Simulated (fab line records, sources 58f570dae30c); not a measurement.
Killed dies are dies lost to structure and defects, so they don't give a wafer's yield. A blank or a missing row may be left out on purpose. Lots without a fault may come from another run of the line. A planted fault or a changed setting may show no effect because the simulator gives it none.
A struck lot beside a sound one | flow berkeley_cmos170 | 14 steps out of a route of 331
Sound: wafers L615.2, L615.3, L615.6. Struck: wafers L626.3, L626.5. (L626.4 of the same lot was not struck and is left out.) The cause comes at the end.
At each step with rows: each side's tool, then ch and its chambers, then its first start. Under that, the readings that differ: sound wafers | struck wafers | difference of the means | sigmas: that difference in standard deviations of wafers without a fault.
alike: readings whose means differ by less than 2 such deviations, and words and numbers that are the same on both sides. not compared: withheld readings, readings that some wafer has no value for, bounds like >300 that may hide the same value, and numbers for which the record gives no deviation and whose values overlap.
The two part at a step that has a row with sigmas, a row that says differs or no value, or rows on one side only. Numbers that don't overlap but have no deviation are shown without sigmas and don't part them. A reading that every wafer of one side lacks parts them only if that side has two wafers or more.

first, 5 steps without rows for these wafers: UCB170_M1_COAT_04 (resist thk 900 nm); UCB170_M1_SOFTBAKE_05 (time 60 s); UCB170_M1_EXPOSE_06 (exposes mask METAL1, target cd 700 nm); UCB170_M1_PEB_07; UCB170_M1_DEVELOP_08 (develop time 45 s).
UCB170_M1_CD_MEAS_09: target cd 700 nm.
  sound on cd_sem-01, day 6 21:46; struck on cd_sem-02, day 9 03:27
  alike: cd_nm
UCB170_M1_OVL_MEAS_10:
  sound on overlay-01, day 6 21:52; struck on overlay-01, day 9 03:32
  alike: M1_OVL
UCB170_M1_ETCH_11: etches BARC in N2/H2.
  sound on rie_diel-03 ch 0,2,3, day 6 21:53; struck on rie_diel-03 ch 0,3, day 9 03:34
  alike: drypump_motor_current_A, oes_product_au, throttle_valve_pct
UCB170_M1_METAL_ETCH_12: etches Al in Cl2/BCl3, stops on PSG, target depth 780 nm, time 130 s.
  sound on rie_metal-04 ch 0,1, day 6 21:56; struck on rie_metal-02 ch 1, day 9 03:39
  alike: drypump_motor_current_A, he_backside_leak_sccm, oes_product_au, throttle_valve_pct
  not compared: rf_hours_counter_h
UCB170_M1_STRIP_13: strips in O2.
  sound on plasma_asher-03 ch 0,1, day 6 22:04; struck on plasma_asher-04 ch 0,1, day 9 03:46
  alike: drypump_motor_current_A, oes_product_au
  not compared: rf_hours_counter_h
UCB170_M1_CD_MEAS_90: target cd 700 nm.
  sound on cd_sem-02, day 6 22:11; struck on cd_sem-01, day 9 03:53
  alike: cd_nm
then, 1 step without rows for these wafers: UCB170_M1_ANNEAL_14 (time 1200 s).
UCB170_V1_CVD_00: deposits SiO2 from TEOS/O2, target thk 2000 nm, time 250 s.
  sound on pecvd-04 ch 0,2, day 7 01:23; struck on pecvd-02 ch 0, day 9 09:01
  alike: heater_power_w, pressure_mtorr
  not compared: model.SiO2_of_V1_CVD_00.thk_nm
UCB170_V1_THK_MEAS_01:
  sound on film_metro-01, day 7 01:33; struck on film_metro-01, day 9 09:11
  alike: V1_TEOS_THK

WHERE THEY PART
Nowhere in this record.

WHY: what the simulator had put in
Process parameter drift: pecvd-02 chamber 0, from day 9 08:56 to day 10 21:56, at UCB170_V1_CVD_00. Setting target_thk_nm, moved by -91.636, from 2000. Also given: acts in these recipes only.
